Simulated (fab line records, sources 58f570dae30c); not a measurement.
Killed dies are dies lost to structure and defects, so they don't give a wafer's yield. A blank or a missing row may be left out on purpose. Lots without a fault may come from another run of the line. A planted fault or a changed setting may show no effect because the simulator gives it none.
A struck lot beside a sound one | flow berkeley_cmos170 | 16 steps out of a route of 331
Sound: wafers L299.1, L299.4, L299.6. Struck: wafers L307.2, L307.4, L307.5. The cause comes at the end.
At each step with rows: each side's tool, then ch and its chambers, then its first start. Under that, the readings that differ: sound wafers | struck wafers | difference of the means | sigmas: that difference in standard deviations of wafers without a fault.
alike: readings whose means differ by less than 2 such deviations, and words and numbers that are the same on both sides. not compared: withheld readings, readings that some wafer has no value for, bounds like >300 that may hide the same value, and numbers for which the record gives no deviation and whose values overlap.
The two part at a step that has a row with sigmas, a row that says differs or no value, or rows on one side only. Numbers that don't overlap but have no deviation are shown without sigmas and don't part them. A reading that every wafer of one side lacks parts them only if that side has two wafers or more.

first, 5 steps without rows for these wafers: UCB170_NLDD_COAT_01 (resist thk 900 nm); UCB170_NLDD_SOFTBAKE_02 (time 60 s); UCB170_NLDD_EXPOSE_03 (exposes mask NSELECT, target cd 1200 nm); UCB170_NLDD_PEB_04; UCB170_NLDD_DEVELOP_05 (develop time 45 s).
UCB170_NLDD_CD_MEAS_06: target cd 1200 nm.
  sound on cd_sem-01, day 6 03:29; struck on cd_sem-02, day 8 10:09
  alike: cd_nm
UCB170_NLDD_OVL_MEAS_07:
  sound on overlay-02, day 6 03:37; struck on overlay-02, day 8 10:16
  alike: NLDD_OVL
then, 2 steps without rows for these wafers: UCB170_NLDD_IMPLANT_08; UCB170_NLDD_IMPLANT_09.
UCB170_NLDD_STRIP_10: strips in O2.
  sound on plasma_asher-03 ch 0,1, day 6 03:56; struck on plasma_asher-03 ch 0,1, day 8 10:35
  alike: drypump_motor_current_A, oes_product_au, strip_time_to_endpoint_s
  not compared: rf_hours_counter_h
UCB170_NLDD_TW_MEAS_11:
  sound on film_metro-04, day 6 04:02; struck on film_metro-01, day 8 10:42
  alike: NLDD_TW
then, 1 step without rows for these wafers: UCB170_NLDD_CLEAN_12 (cleans in SPM, time 600 s).
UCB170_SPACER_CVD_00: deposits SiO2 from TEOS/O2, target thk 376 nm, time 47 s.
  sound on pecvd-02 ch 0,1, day 6 04:17; struck on pecvd-02 ch 1,2, day 8 10:55
  reading                                 | sound         | struck            | difference | sigmas
  model.SiO2_of_SPACER_CVD_00.thk_nm (nm) | 371.2 376 381 | 522.6 532.4 526.3 | +151.0     |
  alike: heater_power_w
UCB170_SPACER_THK_MEAS_01:
  sound on film_metro-02, day 6 04:19; struck on film_metro-01, day 8 10:58
  reading              | sound       | struck      | difference | sigmas
  SPACER_TEOS_THK (nm) | 371 376 381 | 523 533 526 | +151       | +32
then, 1 step without rows for these wafers: UCB170_SPACER_ANNEAL_02 (time 1800 s).
UCB170_SPACER_ETCHBACK_03: etches SiO2 in CHF3/CF4/Ar, stops on Si, target depth 376 nm, time 100 s.
  sound on rie_diel-03 ch 1,2, day 6 08:10; struck on rie_diel-03 ch 0,2,3, day 8 15:24
  reading                  | sound             | struck            | difference | sigmas
  oes_product_au (a.u.)    | 0.876 0.905 0.900 | 1.018 0.993 1.038 | +0.123     | +9
  model.etch.depth_nm (nm) | 371.2 376 381     | 441.8 438.3 444   | +65.3      |
  alike: drypump_motor_current_A, throttle_valve_pct
  not compared: rf_hours_counter_h

WHERE THEY PART
First at UCB170_SPACER_THK_MEAS_01; last, within this record, at UCB170_SPACER_ETCHBACK_03.

WHY: what the simulator had put in
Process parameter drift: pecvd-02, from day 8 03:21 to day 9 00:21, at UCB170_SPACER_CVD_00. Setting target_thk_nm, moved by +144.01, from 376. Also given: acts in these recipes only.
